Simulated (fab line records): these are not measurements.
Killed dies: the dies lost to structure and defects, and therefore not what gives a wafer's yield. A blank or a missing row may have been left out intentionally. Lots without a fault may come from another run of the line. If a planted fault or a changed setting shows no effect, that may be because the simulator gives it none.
fab line records -- flow rit-cmos
[record] lots = 6, wafers = 18, last-day = 7
route steps=202 shown NWELL@30 PWELL@39
lots that met no fault: taken from a fault-free run of the same line
start-h: the number of hours between the record's first day and the start of the first shown wafer of the lot -- wait-h: hours since the lot's step before -- " as in the row above -- L1.1+2: one row covering several wafers at once -- - no value present, or no start provided -- * or withheld: withheld -- < > ~ a bound
route shown NAME@n: a module of which the file shows steps, and the number in the route of the first -- usual: average and standard deviation across the fault-free wafers -- same: alike in all rows -- chamber/n: place in a boat -- sites: per-site readings -- _std_site: standard deviation across them -- _edge_site: inner sites' mean taken away from outer sites' mean -- radius-mm: for every site, how far away it sits from the centre of the wafer -- mask NAME#n: copy n -- behind: the most recent tool/chamber to have shaped the wafer -- hold: why the lot went on hold/how many hours it stayed there/how the hold came to an end -- device: the transistor (n, p or np) that didn't switch -- end of line: tests run on the same wafers once the route is complete -- a step with no rows: only its recipe -- killed: dies lost to structure and defects at the first sort, not the wafer's yield -- map: a wafer's dies, x killed, . not, _ none there
set.NAME: setting as actually run; set.NAME@STEP: the setting as run at that earlier step -- model.NAME: the simulator's own value behind a step, which no gauge read
certain route steps with their lots: each step a table, each wafer a row
services: a tool's chamber out of use, with start hour (start-h, from the record's first day; less than 0 if before it), hours out, and reason
[[steps]]
[step RIT_NWELL_SOFTBAKE_02]
[recipe] resist = NOVOLAK, temp-c = 90, time-s = 60
[step RIT_NWELL_EXPOSE_03]
[recipe] mask-id = M2, na = 0.57, target-cd-nm = 43900, dose-mj = 250
[step RIT_NWELL_PEB_04]
[recipe] resist = NOVOLAK, temp-c = withheld, time-s = withheld
[step RIT_NWELL_DEVELOP_05]
[recipe] resist = NOVOLAK, develop-time-s = 68, dev-temp-c = 23
[step RIT_NWELL_OVL_MEAS_06]
[usual] NWELL_OVL = 0.0/1.4
lot.wafer,tool,chamber,start-h,wait-h,NWELL_OVL[nm]
L788.1,overlay-02,-,25.27,-,2.3
L788.2,overlay-02,-,25.27,-,0.9
L788.5,overlay-02,-,25.27,-,2.0
L797.1,overlay-01,-,70.25,-,0.0
L797.4,overlay-01,-,70.25,-,1.4
L797.6,overlay-01,-,70.25,-,-0.9
L798.1,overlay-01,-,75.17,-,1.0
L798.2,overlay-01,-,75.17,-,-0.6
L798.4,overlay-01,-,75.17,-,1.4
L801.3,overlay-01,-,91.50,-,-0.5
L801.4,overlay-01,-,91.50,-,-1.8
L801.5,overlay-01,-,91.50,-,-0.1
L807.1,overlay-01,-,120.38,-,0.1
L807.5,overlay-01,-,120.38,-,3.1
L807.6,overlay-01,-,120.38,-,-0.1
L808.2,overlay-02,-,125.80,-,0.5
L808.3,overlay-02,-,125.80,-,0.2
L808.5,overlay-02,-,125.80,-,0.5
[step RIT_NWELL_HARDBAKE_07]
[recipe] resist = NOVOLAK, temp-c = 140, time-s = 120
[step RIT_NWELL_IMPLANT_08]
[recipe] species = P, energy-kev = 171.5, dose-cm2 = 5e+13, tilt-deg = 7
[step RIT_NWELL_STRIP_09]
[recipe] chemistry = O2, time-s = 180, resist = NOVOLAK, platen-temp-c = withheld, power-w = 500, pressure-mtorr = 4000, o2-flow-sccm = 4000
[usual] drypump-motor-current-A = 5.3/0.43
lot.wafer,tool,chamber,start-h,wait-h,drypump-motor-current-A,rf-hours-counter-h
L788.1,plasma-asher-02,0,25.70,0.1,5.4,23
L788.2,plasma-asher-02,1,25.70,0.1,4.8,23
L788.5,plasma-asher-02,0,25.70,0.1,5.4,-
L797.1,plasma-asher-01,1,70.69,0.1,5.2,44
L797.4,plasma-asher-01,0,70.69,0.1,6.3,-
L797.6,plasma-asher-01,1,70.69,0.1,5.2,-
L798.1,plasma-asher-02,1,75.60,0.1,4.8,28
L798.2,plasma-asher-02,0,75.60,0.1,5.4,28
L798.4,plasma-asher-02,1,75.60,0.1,4.8,-
L801.3,plasma-asher-02,0,91.98,0.1,5.4,-
L801.4,plasma-asher-02,1,91.98,0.1,4.8,-
L801.5,plasma-asher-02,1,91.98,0.1,4.8,-
L807.1,plasma-asher-01,0,120.81,0.1,6.3,49
L807.5,plasma-asher-01,1,120.81,0.1,5.2,-
L807.6,plasma-asher-01,0,120.81,0.1,6.3,-
L808.2,plasma-asher-04,1,126.23,0.1,5.1,49
L808.3,plasma-asher-04,1,126.23,0.1,5.0,-
L808.5,plasma-asher-04,1,126.23,0.1,5.0,-
[step RIT_NWELL_TW_MEAS_10]
[usual] NWELL_TW = 2150/15
lot.wafer,tool,chamber,start-h,wait-h,NWELL_TW
L788.1,film-metro-04,-,25.88,0.1,2145
L788.2,film-metro-04,-,25.88,0.1,2141
L788.5,film-metro-04,-,25.88,0.1,2156
L797.1,film-metro-01,-,70.86,0.1,2168
L797.4,film-metro-01,-,70.86,0.1,2166
L797.6,film-metro-01,-,70.86,0.1,2170
L798.1,film-metro-03,-,75.78,0.1,2138
L798.2,film-metro-03,-,75.78,0.1,2144
L798.4,film-metro-03,-,75.78,0.1,2132
L801.3,film-metro-03,-,92.12,0.1,2134
L801.4,film-metro-03,-,92.12,0.1,2145
L801.5,film-metro-03,-,92.12,0.1,2137
L807.1,film-metro-01,-,120.99,0.1,2150
L807.5,film-metro-01,-,120.99,0.1,2159
L807.6,film-metro-01,-,120.99,0.1,2148
L808.2,film-metro-03,-,126.42,0.1,2115
L808.3,film-metro-03,-,126.42,0.1,2139
L808.5,film-metro-03,-,126.42,0.1,2130
[step RIT_PWELL_HMDS_00]
[recipe] prime-time-s = 60, prime-temp-c = 140
[step RIT_PWELL_COAT_01]
[recipe] resist = NOVOLAK, spin-rpm = 2000, resist-thk-nm = 1300
[step RIT_PWELL_SOFTBAKE_02]
[recipe] resist = NOVOLAK, temp-c = 90, time-s = 60
[step RIT_PWELL_EXPOSE_03]
[recipe] mask-id = M3, na = 0.57, target-cd-nm = 43700, dose-mj = 250
[usual] exposure-dose-mJ-cm2 = 249.99/0.27, focus-offset-nm = 0.0/0.5, na = 0.57/0
lot.wafer,tool,chamber,start-h,wait-h,mask,exposure-dose-mJ-cm2,focus-offset-nm,na
L788.1,iline-stepper-01,0,26.39,0.1,M3#0,249.98,0.3,0.57
L788.2,iline-stepper-01,0,26.39,0.1,M3#0,250.20,-0.1,0.57
L788.5,iline-stepper-01,0,26.39,0.1,M3#0,249.75,-0.7,0.57
L797.1,iline-stepper-02,-,71.37,0.1,M3#0,-,-,-
L797.4,iline-stepper-02,-,71.37,0.1,M3#0,-,-,-
L797.6,iline-stepper-02,-,71.37,0.1,M3#0,-,-,-
L798.1,iline-stepper-02,-,76.30,0.1,M3#0,-,-,-
L798.2,iline-stepper-02,-,76.30,0.1,M3#0,-,-,-
L798.4,iline-stepper-02,-,76.30,0.1,M3#0,-,-,-
L801.3,iline-stepper-02,0,92.65,0.1,M3#0,250.02,-0.1,0.57
L801.4,iline-stepper-02,0,92.65,0.1,M3#0,249.67,-0.3,0.57
L801.5,iline-stepper-02,0,92.65,0.1,M3#0,250.02,-0.3,0.57
L807.1,iline-stepper-01,0,121.50,0.1,M3#0,249.82,-0.6,0.57
L807.5,iline-stepper-01,0,121.50,0.1,M3#0,249.96,0.6,0.57
L807.6,iline-stepper-01,0,121.50,0.1,M3#0,249.69,-0.2,0.57
L808.2,iline-stepper-02,0,127.06,0.2,M3#0,250.37,0.6,0.57
L808.3,iline-stepper-02,0,127.06,0.2,M3#0,250.49,0.2,0.57
L808.5,iline-stepper-02,0,127.06,0.2,M3#0,249.88,-0.5,0.57
[step RIT_PWELL_PEB_04]
[recipe] resist = NOVOLAK, temp-c = withheld, time-s = withheld
[[services]]
tool,chamber,start-h,hours,kind
iline-stepper-01,-,16.77,1.8,repair
iline-stepper-02,-,23.72,1.7,pm
plasma-asher-02,-,29.96,0.8,repair
iline-stepper-01,-,75.45,5.2,repair
iline-stepper-02,0,76.45,-,calibration
plasma-asher-01,-,102.22,7.6,repair
[[key]]
[first-sign] step = RIT_PWELL_EXPOSE_03, reading = tool-record, direction = missing
effect none on later readings
met-at RIT_PWELL_EXPOSE_03
struck-wafers L797.1,L797.4,L797.6,L798.1,L798.2,L798.4
sort-left-out L797.1,L797.4,L797.6,L798.1,L798.2,L798.4
tester-left-out L797,L798
[fault] kind = skipped-step-whole, tool = iline-stepper-02, chamber = -, onset-h = 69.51, steps = RIT_PWELL_EXPOSE_03, scope = struck-lots-only
// tester-left-out: of these lots the tester's yield and bins aren't shown, on N5 and GAA mostly nor the transistor test; their killed dies are dies lost to structure and defects alone, not to doping, threshold or leakage, so they don't give the yield
// sort-left-out: the simulated sort isn't trusted on such a fault, so these wafers' sort isn't shown, and their yield isn't known
